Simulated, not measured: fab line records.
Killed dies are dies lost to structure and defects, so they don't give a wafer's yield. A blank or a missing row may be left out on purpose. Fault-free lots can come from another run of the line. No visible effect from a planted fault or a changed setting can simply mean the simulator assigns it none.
One fault through the eyes of 2 desks / flow ritCmos / only its own numbers are on each desk; what lay behind them is given at the end

THE METROLOGY DESK
What the gauges read, lot by lot, whatever tool the lot ran on: means of the sampled wafers that have a number. The brackets show how far a lot's mean lies from the usual mean; more than 4 standard deviations puts the lot out of limits, marked OUT.
Columns: A = FOX1_OXIDE_THK at RIT_FOX1_THK_MEAS_01, usual 349 nm
lot=L408; first seen here=day 1 18:22; A=362
lot=L409; first seen here=day 1 22:44; A=360
lot=L410; first seen here=day 2 02:52; A=351
lot=L411; first seen here=day 2 07:59; A=337
lot=L412; first seen here=day 2 13:08; A=352
lot=L413; first seen here=day 2 17:51; A=357
lot=L415; first seen here=day 3 04:13; A=356
lot=L416; first seen here=day 3 09:35; A=342
lot=L418; first seen here=day 3 20:01; A=344
lot=L419; first seen here=day 4 02:40; A=355
lot=L422; first seen here=day 4 15:40; A=340
lot=L424; first seen here=day 5 00:57; A=344
lot=L425; first seen here=day 5 06:52; A=392 (+5.1) OUT
lot=L427; first seen here=day 5 15:49; A=391 (+5.0) OUT
This desk's result: L425, L427 out of limits, first on L425 (FOX1_OXIDE_THK at RIT_FOX1_THK_MEAS_01), day 5 06:52. In limits: L408, L409, L410, L411, L412, L413, L415, L416, L418, L419, L422, L424.

DESK OF THE TOOL OWNER: furnace-03
The tool's own readings at RIT_FOX1_OXIDATION_00 (target thk 350.7 nm, ox time 1130 s): means of the sampled wafers that have a number, for each lot that ran on this tool. The brackets show how far a lot's mean lies from the usual mean; more than 4 standard deviations puts the lot out of limits, marked OUT.
Columns: A = spikeTcCentreC at RIT_FOX1_OXIDATION_00, usual 1102.5 C; B = spikeTcLoadC at RIT_FOX1_OXIDATION_00, usual 1128.1 C; C = spikeTcSourceC at RIT_FOX1_OXIDATION_00, usual 1123 C; D = tubeCenterTempC at RIT_FOX1_OXIDATION_00, usual 1100.0 C; E = tube_center_temp_C_max at RIT_FOX1_OXIDATION_00, usual 1102.7; F = zonePowerCentrePct at RIT_FOX1_OXIDATION_00, usual 51 %
lot=L411; first seen here=day 2 06:41; A=1103.5; B=1129.1; C=1125; D=1100.0; E=1102.3; F=45
lot=L415; first seen here=day 3 02:53; A=1103.1; B=1128.7; C=1126; D=1100.1; E=1103.1; F=45
lot=L416; first seen here=day 3 08:15; A=1103.2; B=1129.2; C=1125; D=1099.9; E=1102.8; F=45
lot=L418; first seen here=day 3 18:42; A=1102.2; B=1128.0; C=1125; D=1100.0; E=1102.7; F=45
lot=L422; first seen here=day 4 14:20; A=1103.0; B=1128.3; C=1126; D=1100.1; E=1103.0; F=45
lot=L424; first seen here=day 4 23:38; A=1104.0; B=1127.5; C=1126; D=1100.0; E=1102.6; F=45
lot=L425; first seen here=day 5 05:33; A=1128.2 (+23) OUT; B=1153.9 (+18) OUT; C=1150 (+6.4) OUT; D=1125.0 (+99 or more) OUT; E=1127.5 (+59) OUT; F=46
lot=L427; first seen here=day 5 14:30; A=1127.4 (+23) OUT; B=1153.3 (+18) OUT; C=1152 (+6.8) OUT; D=1125.1 (+99 or more) OUT; E=1127.9 (+60) OUT; F=46
This desk finds L425, L427 out of limits, L425 being first, at day 5 05:33 (spikeTcCentreC at RIT_FOX1_OXIDATION_00). In limits: L411, L415, L416, L418, L422, L424.

BROUGHT TOGETHER
An alarm could have come from the tool owner's desk at day 5 05:33, on L425, L427.
Metrology desk: alarm possible at day 5 06:52 on L425, L427.
RIT_FOX1_OXIDATION_00 was run on furnace-03 by each of the lots named.

WHAT HAD BEEN PUT IN BY THE SIMULATOR
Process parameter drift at RIT_FOX1_OXIDATION_00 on furnace-03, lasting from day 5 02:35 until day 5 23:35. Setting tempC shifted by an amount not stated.
Lots struck among those shown: L425, L427.
Delay (hours) between the fault's onset and each desk's first out-of-limits reading: 3 at the tool owner's desk, 4 at the metrology desk.
